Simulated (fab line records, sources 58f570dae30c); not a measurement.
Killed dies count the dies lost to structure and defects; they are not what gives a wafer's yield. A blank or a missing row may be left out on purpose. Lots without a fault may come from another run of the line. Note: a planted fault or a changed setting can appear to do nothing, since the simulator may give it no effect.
2 desks looking at one fault + flow berkeley-cmos170 + each desk has only its own numbers; what lay behind them comes last

THE METROLOGY DESK
What the gauges read for every lot (on any tool): the sampled wafers with a number, averaged. The brackets show how far a lot's mean lies from the usual mean; more than 4 standard deviations puts the lot out of limits, marked OUT.
Columns: A = M3_AL_RS at UCB170_M3_RS_MEAS_02, usual 0.0321 ohm/sq
| lot  | first seen here | A      |
|------|-----------------|--------|
| L570 | day 9 00:15     | 0.0321 |
| L571 | day 9 15:57     | 0.0320 |
| L573 | day 9 18:55     | 0.0320 |
| L572 | day 9 19:08     | 0.0320 |
| L580 | day 11 08:25    | 0.0324 |
| L581 | day 11 11:13    | 0.0325 |
| L583 | day 12 02:40    | 0.0317 |
| L584 | day 12 07:08    | 0.0322 |
| L592 | day 13 16:30    | 0.0326 |
| L590 | day 13 16:53    | 0.0319 |
| L593 | day 14 08:38    | 0.0320 |
This desk's finding: nothing out of limits on any of the 11 lots.

DESK OF THE TOOL OWNER: cmp-02
The tool's own readings at UCB170_V1_CMP_02 (polishes SiO2): means of the sampled wafers that have a number, for each lot that ran on this tool. The brackets show how far a lot's mean lies from the usual mean; more than 4 standard deviations puts the lot out of limits, marked OUT.
Columns: A = motor-current-A at UCB170_V1_CMP_02, usual 15.7 A
| lot  | first seen here | A    |
|------|-----------------|------|
| L570 | day 8 16:32     | 14.0 |
| L571 | day 9 07:40     | 16.7 |
| L573 | day 9 10:20     | 15.2 |
| L580 | day 10 22:22    | 15.7 |
| L581 | day 11 01:13    | 13.5 |
| L593 | day 13 22:13    | 14.6 |
This desk's finding: nothing out of limits on any of the 6 lots.

BROUGHT TOGETHER
Nothing out of limits was seen by the metrology desk.
Nothing out of limits was seen by the tool owner's desk.

WHAT THE SIMULATOR PUT IN
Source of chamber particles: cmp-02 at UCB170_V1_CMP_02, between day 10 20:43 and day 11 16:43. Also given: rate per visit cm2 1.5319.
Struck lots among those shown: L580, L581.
